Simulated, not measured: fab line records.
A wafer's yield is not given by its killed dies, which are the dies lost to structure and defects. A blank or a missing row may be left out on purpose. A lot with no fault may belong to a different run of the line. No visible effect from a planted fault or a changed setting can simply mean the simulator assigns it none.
A single fault, viewed from 2 desks | flow berkeleyCmos170 | each desk holds nothing but its own numbers, with what lay behind them at the end

FOR THE TOOL OWNER'S DESK: rtpAnneal-02
At UCB170_SDANNEAL_RTA_01 (time 5 s), the tool's own readings, given per lot that ran on this tool as the mean of the sampled wafers with a number. If a lot's mean is further than 4 standard deviations from the usual mean, the lot is out of limits and carries the mark OUT (the distance appears in the brackets).
Columns: A = lampPowerPct at UCB170_SDANNEAL_RTA_01, usual 34.1 %; B = wafer_temp_C_max at UCB170_SDANNEAL_RTA_01, usual 1055.1
lot  | first seen here | A               | B
L778 | day 8 06:02     | 34.5            | 1053.5
L779 | day 8 18:21     | 34.5            | 1055.1
L781 | day 8 19:57     | 34.5            | 1053.7
L785 | day 9 20:50     | 34.5            | 1053.5
L789 | day 10 15:12    | 34.5            | 1054.2
L791 | day 11 03:00    | 36.8 (+5.9) OUT | 1079.7 (+19) OUT
L793 | day 11 03:23    | 36.8 (+5.8) OUT | 1079.3 (+19) OUT
This desk's verdict: out of limits on L791, L793, starting with L791 at day 11 03:00 (lampPowerPct at UCB170_SDANNEAL_RTA_01). Within limits: L778, L779, L781, L785, L789.

AT THE METROLOGY DESK
What the gauges read, lot by lot, whatever tool the lot ran on: means of the sampled wafers that have a number. If a lot's mean is further than 4 standard deviations from the usual mean, the lot is out of limits and carries the mark OUT (the distance appears in the brackets).
Columns: A = PSD_RS at UCB170_SDANNEAL_RS_MEAS_02, usual 75.56 ohm/sq; B = NSD_RS at UCB170_SDANNEAL_RS_MEAS_03, usual 37.29 ohm/sq; C = PLDD_RS at UCB170_SDANNEAL_RS_MEAS_04, usual 1031.9 ohm/sq; D = V2_POLISHED_THK at UCB170_V2_THK_MEAS_04, usual 999.7 nm; E = M3_AL_THK at UCB170_M3_THK_MEAS_03, usual 874 nm; F = cdNm at UCB170_M3_CD_MEAS_90, usual 701 nm
lot  | first seen here | A               | B               | C                 | D      | E   | F
L778 | day 8 06:10     | 75.50           | 37.26           | 1031.0            | 1000.2 | 872 | 706
L779 | day 8 18:24     | 75.61           | 37.20           | 1030.4            | 998.8  | 872 | 702
L780 | day 8 19:10     | 75.28           | 37.27           | 1033.6            | 1000.3 | 882 | 700
L782 | day 8 19:35     | 75.75           | 37.32           | 1034.2            | 999.1  | 880 | 702
L781 | day 8 20:02     | 75.40           | 37.38           | 1033.6            | 999.8  | 883 | 701
L784 | day 9 20:26     | 75.72           | 37.37           | 1033.1            | 1001.4 | 871 | 701
L785 | day 9 20:54     | 75.34           | 37.22           | 1032.0            | 1000.4 | 859 | 703
L786 | day 9 20:56     | 75.38           | 37.29           | 1032.3            | 999.6  | 893 | 699
L789 | day 10 15:16    | 75.61           | 37.39           | 1029.6            | 1001.2 | 881 | 700
L791 | day 11 03:04    | 65.24 (-38) OUT | 35.68 (-22) OUT | 1011.0 (-8.7) OUT | 998.9  | 892 | 699
L793 | day 11 03:27    | 65.14 (-39) OUT | 35.77 (-21) OUT | 1009.4 (-9.4) OUT | 999.3  | 876 | 703
L798 | day 12 06:41    | 75.89           | 37.29           | 1031.8            | 999.3  | 873 | 697
L797 | day 12 07:18    | 75.44           | 37.34           | 1032.1            | 998.8  | 856 | 701
L801 | day 12 17:05    | 75.54           | 37.28           | 1028.5            | 998.4  | 874 | 699
Per this desk, out of limits: L791, L793; the first was L791, day 11 03:04 (PSD_RS at UCB170_SDANNEAL_RS_MEAS_02). Within limits: L778, L779, L780, L782, L781, L784, L785, L786, L789, L798, L797, L801.

ALL TOGETHER
On L791, L793, at day 11 03:00, an alarm was possible from the tool owner's desk.
On L791, L793, the metrology desk was in a position to raise an alarm at day 11 03:04.
Every lot named ran UCB170_SDANNEAL_RTA_01 on rtpAnneal-02.

WHAT HAD BEEN PUT IN BY THE SIMULATOR
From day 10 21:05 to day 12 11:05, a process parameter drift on rtpAnneal-02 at UCB170_SDANNEAL_RTA_01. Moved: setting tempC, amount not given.
Struck lots among those shown: L791, L793.
Fault start to first reading out of limits, in hours, per desk: tool owner, 6; metrology, 6.
